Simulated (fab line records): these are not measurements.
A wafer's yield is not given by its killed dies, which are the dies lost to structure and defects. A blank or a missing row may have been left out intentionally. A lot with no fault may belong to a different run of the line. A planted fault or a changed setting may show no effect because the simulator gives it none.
fab line records | flow rit-cmos
record lots=14 wafers=42 last-day=7
route steps=202 shown GATE@81 M1@202
lots that met no fault: from a run of the same line without faults
start-h: start of the lot's first displayed wafer, in hours after the record's first day | wait-h: hours from the lot's prior step to this one | " unchanged from the row above | L1.1+2: one row covering several wafers at once | - no value, or no start was given | * or withheld: withheld | < > ~ a bound
route shown NAME@n: names a module that has steps shown in the file, with the first one's number in the route | usual: average and standard deviation across the fault-free wafers | same: alike in all rows | chamber/n: place in a boat | sites: each site's reading | _std_site: standard deviation across them | _edge_site: the outer-site mean with the inner-site mean subtracted | radius-mm: how far each site lies from the wafer's centre | mask NAME#n: copy n | behind: tool/chamber where the wafer was last shaped | hold: why the lot was held/for how many hours/how that ended | device: whichever transistor did not switch (one of n, p or np) | end of line: tests run on the same wafers once the route is complete | where a step has no rows: the recipe by itself | killed: count of dies lost to structure and defects at first sort (not the wafer's yield) | map: shows each die of a wafer: x if killed, . if not, _ if none is there
set.NAME: setting as actually run; set.NAME@STEP: the setting as run at that earlier step | model.NAME: the simulator's own value behind a step, which no gauge read
route steps across a sampled set of lots; one table per step, one row per wafer
services: when a tool's chamber went out of use (start-h, in hours from the record's first day, below 0 if earlier), for how many hours, and the reason
## steps
# step RIT_GATE_OXIDATION_05
# recipe temp-c=900 ambient=O2 target-thk-a=30 ox-time-s=270
# usual spike-tc-centre-C=902.6/1.1 spike-tc-load-C=926.3/1.6 spike-tc-source-C=926.4/2.4 tube-center-temp-C=899.99/0.086 tube_center_temp_C_max=902.3/0.43 zone-power-load-pct=27.4/1.4 zone-power-source-pct=27.2/1.5
# columns lot.wafer tool chamber start-h wait-h spike-tc-centre-C spike-tc-load-C spike-tc-source-C tube-center-temp-C tube_center_temp_C_max zone-power-load-pct zone-power-source-pct
L181.1 furnace-04 0 34.73 0.1 901.4 926.5 928.7 900.02 902.3 25.9 25.6
L181.4 " 0 " " 904.1 926.6 928.9 899.86 902.1 26.2 26.1
L181.6 " 0 " " 901.7 925.9 928.0 900.15 902.4 26.2 25.6
L182.2 furnace-04 0 40.14 0.6 902.1 926.0 929.6 900.13 903.6 26.1 25.9
L182.4 " 0 " " 902.7 926.1 929.3 899.96 903.2 26.1 25.6
L182.6 " 0 " " 900.8 925.3 928.1 899.9 903.2 26.5 25.8
L185.3 furnace-03 0 53.77 0.2 902.7 923.4 924.3 900.04 902.0 27.5 29.7
L185.4 " 0 " " 903.1 926.4 925.0 899.86 901.9 27.1 28.8
L185.6 " 0 " " 903.2 924.7 924.1 899.89 901.8 27.0 29.3
L186.3 furnace-03 0 61.49 1.6 900.9 926.5 923.0 899.96 902.1 27.4 29.1
L186.4 " 0 " " 902.3 925.4 924.0 900.15 901.9 27.2 28.8
L186.6 " 0 " " 902.1 924.3 925.7 900.04 902.0 27.2 29.3
L188.3 furnace-04 0 67.79 0.0 902.8 926.6 929.8 900.06 902.7 26.7 26.4
L188.4 " 0 " " 901.4 926.7 929.6 900.03 902.2 26.1 25.9
L188.5 " 0 " " 903.6 926.2 928.6 900.1 902.0 25.9 25.7
L189.2 furnace-01 0 75.19 0.3 903.9 930.0 924.0 900 902.8 29.5 26.7
L189.3 " 0 " " 901.8 928.1 924.9 899.94 901.8 29.7 26.7
L189.4 " 0 " " 903.3 928.2 923.4 900.01 902.0 29.4 26.5
L190.1 furnace-04 0 84.19 3.2 902.5 928.0 929.7 899.97 901.7 26.7 25.7
L190.2 " 0 " " 901.9 927.2 928.7 900 902.4 26.0 25.9
L190.3 " 0 " " 903.9 926.2 930.1 900.13 902.7 26.0 25.9
L191.1 furnace-03 0 88.78 0.1 902.3 924.1 924.9 900 902.6 27.4 29.0
L191.2 " 0 " " 902.0 925.8 925.3 899.89 903.2 27.4 29.1
L191.4 " 0 " " 903.2 924.8 924.0 899.95 902.3 27.3 29.5
L192.1 furnace-04 0 89.83 0.4 901.5 926.0 928.9 899.9 902.8 26.3 25.7
L192.4 " 0 " " 904.1 926.4 929.2 900.11 902.1 26.1 25.7
L192.5 " 0 " " 901.3 926.1 929.8 899.87 902.0 26.1 25.8
L194.1 furnace-01 0 103.79 1.9 902.9 928.2 923.7 900.07 901.9 29.4 26.3
L194.3 " 0 " " 903.3 929.3 924.3 899.9 902.4 29.1 26.7
L194.5 " 0 " " 902.7 925.7 923.4 899.99 903.0 29.9 26.2
L195.2 furnace-04 0 106.57 0.0 902.1 926.8 928.6 899.89 902.1 26.0 25.7
L195.4 " 0 " " 901.6 926.7 930.0 899.92 901.8 26.0 26.1
L195.6 " 0 " " 902.2 924.1 931.2 899.95 902.0 26.1 26.0
L196.1 furnace-04 0 108.30 0.1 901.6 926.7 927.6 900.04 903.7 26.1 26.1
L196.2 " 0 " " 901.8 925.4 928.9 899.86 902.0 26.6 25.9
L196.4 " 0 " " 901.1 927.9 929.5 899.97 901.8 26.3 26.1
L203.2 furnace-03 0 142.36 0.0 772.1 791.2 792.2 767.54 769.7 19.7 20.7
L203.3 " 0 " " 770.7 791.8 790.8 767.46 769.5 19.3 20.6
L203.4 " 0 " " 771.8 789.8 790.8 767.41 769.9 19.5 20.5
L204.1 furnace-03 0 148.75 0.1 771.6 791.8 791.1 767.55 769.8 19.5 20.4
L204.2 " 0 " " 770.9 788.9 791.8 767.55 769.8 19.2 20.5
L204.6 " 0 " " 769.4 789.8 792.1 767.73 769.9 19.2 21.0
# step RIT_GATE_THK_MEAS_07
# recipe reads=SiO2_of_GATE_OXIDATION_05
# usual GATE_OXIDE_THK=3.03/0.06
# columns lot.wafer tool chamber start-h wait-h GATE_OXIDE_THK[nm]
L181.1 film-metro-02 - 37.21 0.0 3.10
L181.4 " - " " 2.96
L181.6 " - " " 3.08
L182.2 film-metro-02 - 43.48 0.0 3.01
L182.4 " - " " 2.97
L182.6 " - " " 3.08
L185.3 film-metro-03 - 55.11 0.0 3.13
L185.4 " - " " 3.01
L185.6 " - " " 3.03
L186.3 film-metro-01 - 64.07 0.0 3.07
L186.4 " - " " 3.06
L186.6 " - " " 3.04
L188.3 film-metro-01 - 69.13 0.0 2.98
L188.4 " - " " 3.00
L188.5 " - " " 3.02
L189.2 film-metro-01 - 77.48 0.0 3.05
L189.3 " - " " 3.02
L189.4 " - " " 3.08
L190.1 film-metro-01 - 87.43 0.0 2.95
L190.2 " - " " 3.00
L190.3 " - " " 2.97
L191.1 film-metro-01 - 90.11 0.0 2.99
L191.2 " - " " 3.03
L191.4 " - " " 2.99
L192.1 film-metro-03 - 91.15 0.0 2.95
L192.4 " - " " 2.96
L192.5 " - " " 3.07
L194.1 film-metro-01 - 105.12 0.0 2.98
L194.3 " - " " 3.06
L194.5 " - " " 3.08
L195.2 film-metro-01 - 107.91 0.0 3.01
L195.4 " - " " 3.00
L195.6 " - " " 3.00
L196.1 film-metro-03 - 110.35 0.0 2.99
L196.2 " - " " 3.05
L196.4 " - " " 2.95
L203.2 film-metro-03 - 145.01 0.0 0.48
L203.3 " - " " 0.54
L203.4 " - " " 0.46
L204.1 film-metro-03 - 150.53 0.0 0.36
L204.2 " - " " 0.41
L204.6 " - " " 0.34
# step RIT_M1_PROBE_99
# usual killed-at-contacts=0.1/0.34 killed-at-front-end=7.0/2.9 killed-dies=7.2/2.9 killed-on-rim=2.1/1.4 killed-open=3.6/1.9 killed-short=3.5/2.1
# same gross-dies=264 killed_at_M0_to_M3=0 killed_at_M4_up=0 killed-at-back-side=0 killed-at-other=0
# columns lot.wafer tool chamber start-h wait-h killed-at-contacts killed-at-front-end killed-dies killed-on-rim killed-open killed-short
L190.1 prober-02 - 112.49 0.1 0 8 8 1 5 3
L190.2 prober-02 - 112.54 0.1 0 4 4 2 3 1
L190.3 prober-02 - 112.59 0.2 0 5 5 2 1 4
L192.1 prober-02 - 117.51 0.1 1 9 10 2 4 6
L192.4 prober-02 - 117.66 0.2 0 4 4 1 2 2
L192.5 prober-02 - 117.71 0.2 0 6 6 2 5 1
L194.1 prober-02 - 128.71 0.1 0 6 6 1 6 0
L194.3 prober-02 - 128.81 0.2 0 6 6 2 4 2
L194.5 prober-02 - 128.91 0.2 0 5 5 1 4 1
L195.2 prober-02 - 132.77 0.1 0 4 4 0 1 3
L195.4 prober-02 - 132.87 0.2 1 3 4 0 2 2
L195.6 prober-02 - 132.97 0.2 0 5 5 2 0 5
L196.1 prober-02 - 134.22 0.1 0 7 7 2 3 4
L196.2 prober-02 - 134.27 0.1 0 5 5 2 5 0
L196.4 prober-02 - 134.37 0.2 0 7 7 3 2 5
L203.2 prober-01 - 169.41 0.1 0 264 264 70 2 0
L203.3 prober-01 - 169.46 0.2 0 264 264 70 3 2
L203.4 prober-01 - 169.51 0.2 0 264 264 70 5 1
L204.1 prober-02 - 175.68 0.1 1 263 264 70 7 8
L204.2 prober-02 - 175.73 0.1 0 264 264 70 5 7
L204.6 prober-02 - 175.93 0.2 0 264 264 70 3 7
# killed by level:class
L190.1 GATE:geometric-particle:open=3 GATE:geometric-particle:short=2 FOX1:geometric-particle:open=1 FOX1:geometric-particle:short=1 SPACER:geometric-particle:open=1
L190.2 GATE:geometric-particle:open=1 GATE:geometric-particle:short=1 REOX:geometric-particle:open=1 SPACER:geometric-particle:open=1
L190.3 FOX1:geometric-particle:short=1 GATE:geometric-particle:short=1 REOX:geometric-particle:open=1 REOX:geometric-particle:short=1 SILICIDE:geometric-particle:short=1
L192.1 REOX:geometric-particle:open=3 REOX:geometric-particle:short=3 FOX1:geometric-particle:short=1 SPACER:geometric-particle:short=1 SPACER:geometric-particle:open=1 CONTACT:geometric-particle:short=1
L192.4 GATE:geometric-particle:short=1 GATE:geometric-particle:open=1 REOX:geometric-particle:short=1 SILICIDE:geometric-particle:open=1
L192.5 FOX1:geometric-particle:open=2 GATE:geometric-particle:open=2 SPACER:geometric-particle:open=1 SILICIDE:geometric-particle:short=1
L194.1 GATE:geometric-particle:open=5 SILICIDE:geometric-particle:open=1
L194.3 SPACER:geometric-particle:open=2 GATE:geometric-particle:open=1 GATE:geometric-particle:short=1 SILICIDE:geometric-particle:short=1 SILICIDE:geometric-particle:open=1
L194.5 GATE:geometric-particle:open=2 SILICIDE:geometric-particle:open=2 SPACER:geometric-particle:short=1
L195.2 FOX1:geometric-particle:short=1 GATE:geometric-particle:open=1 GATE:geometric-particle:short=1 REOX:geometric-particle:short=1
L195.4 GATE:geometric-particle:short=2 GATE:geometric-particle:open=1 CONTACT:geometric-particle:open=1
L195.6 FOX1:geometric-particle:short=2 GATE:geometric-particle:short=2 SPACER:geometric-particle:short=1
L196.1 GATE:geometric-particle:open=2 GATE:geometric-particle:short=1 REOX:geometric-particle:short=1 REOX:geometric-particle:open=1 SPACER:geometric-particle:short=1 SILICIDE:geometric-particle:short=1
L196.2 GATE:geometric-particle:open=2 SILICIDE:geometric-particle:open=2 SPACER:geometric-particle:open=1
L196.4 GATE:geometric-particle:short=2 SILICIDE:geometric-particle:short=2 FOX1:geometric-particle:short=1 REOX:geometric-particle:open=1 SILICIDE:geometric-particle:open=1
L203.2 GATE:area-oxidation=262 GATE:geometric-particle:open=1 REOX:geometric-particle:open=1
L203.3 GATE:area-oxidation=258 FOX1:geometric-particle:short=1 REOX:geometric-particle:open=1 SPACER:geometric-particle:short=1 SPACER:geometric-particle:open=1 SILICIDE:geometric-particle:open=1 NWELL:coat-microbubble-printed=1
L203.4 GATE:area-oxidation=258 FOX1:geometric-particle:open=2 GATE:geometric-particle:open=2 FOX1:geometric-particle:short=1 SILICIDE:geometric-particle:open=1
L204.1 GATE:area-oxidation=249 FOX2:geometric-particle:short=4 GATE:geometric-particle:short=2 GATE:geometric-particle:open=2 SPACER:geometric-particle:open=2 FOX1:geometric-particle:short=1 FOX1:geometric-particle:open=1 REOX:geometric-particle:short=1
L204.2 GATE:area-oxidation=252 SPACER:geometric-particle:short=3 FOX1:geometric-particle:open=2 REOX:geometric-particle:short=2 SPACER:geometric-particle:open=2 FOX2:geometric-particle:open=1 FOX2:geometric-particle:short=1 GATE:geometric-particle:short=1
L204.6 GATE:area-oxidation=254 FOX2:geometric-particle:short=2 FOX1:geometric-particle:open=1 FOX1:geometric-particle:short=1 GATE:geometric-particle:short=1 REOX:geometric-particle:short=1 SPACER:geometric-particle:short=1 SPACER:geometric-particle:open=1
## services
# columns tool chamber start-h hours kind
furnace-01 - 27.54 3.7 pm
furnace-04 - 35.81 3.0 pm
furnace-03 - 134.82 2.4 pm
## key
first-sign step=RIT_GATE_OXIDATION_05 reading=tube-center-temp-C direction=down sigmas=99+ usual=* struck=*
effect step=RIT_GATE_OXIDATION_05 reading=tube_center_temp_C_max direction=down sigmas=99+ usual=* struck=*
effect step=RIT_GATE_THK_MEAS_07 reading=GATE_OXIDE_THK direction=down sigmas=43 usual=3.03 struck=0.43
effect step=RIT_M1_PROBE_99 reading=killed-dies direction=up sigmas=89 usual=7.2 struck=264
more-kills-born-at RIT_GATE_OXIDATION_05@furnace-03=1533
met-at RIT_GATE_OXIDATION_05
struck-lots L203,L204
later-rows-left-out L203.2,L203.3,L203.4,L204.1,L204.2,L204.6
tester-left-out L203,L204
onset-between 88.78 142.36
fault kind=process-parameter-drift tool=furnace-03 chamber=- onset-h=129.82 steps=RIT_GATE_OXIDATION_05 channel=temp-c offset=* shape=step end-h=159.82 acts-in=* stated=*
# tester-left-out: of these lots the tester's yield and bins aren't shown, on N5 and GAA mostly nor the transistor test; their killed dies are dies lost to structure and defects alone, not to doping, threshold or leakage, so they don't give the yield
# later-rows-left-out: the simulator's readings of these wafers behind a module that went badly wrong aren't trusted and aren't shown, but for the sort
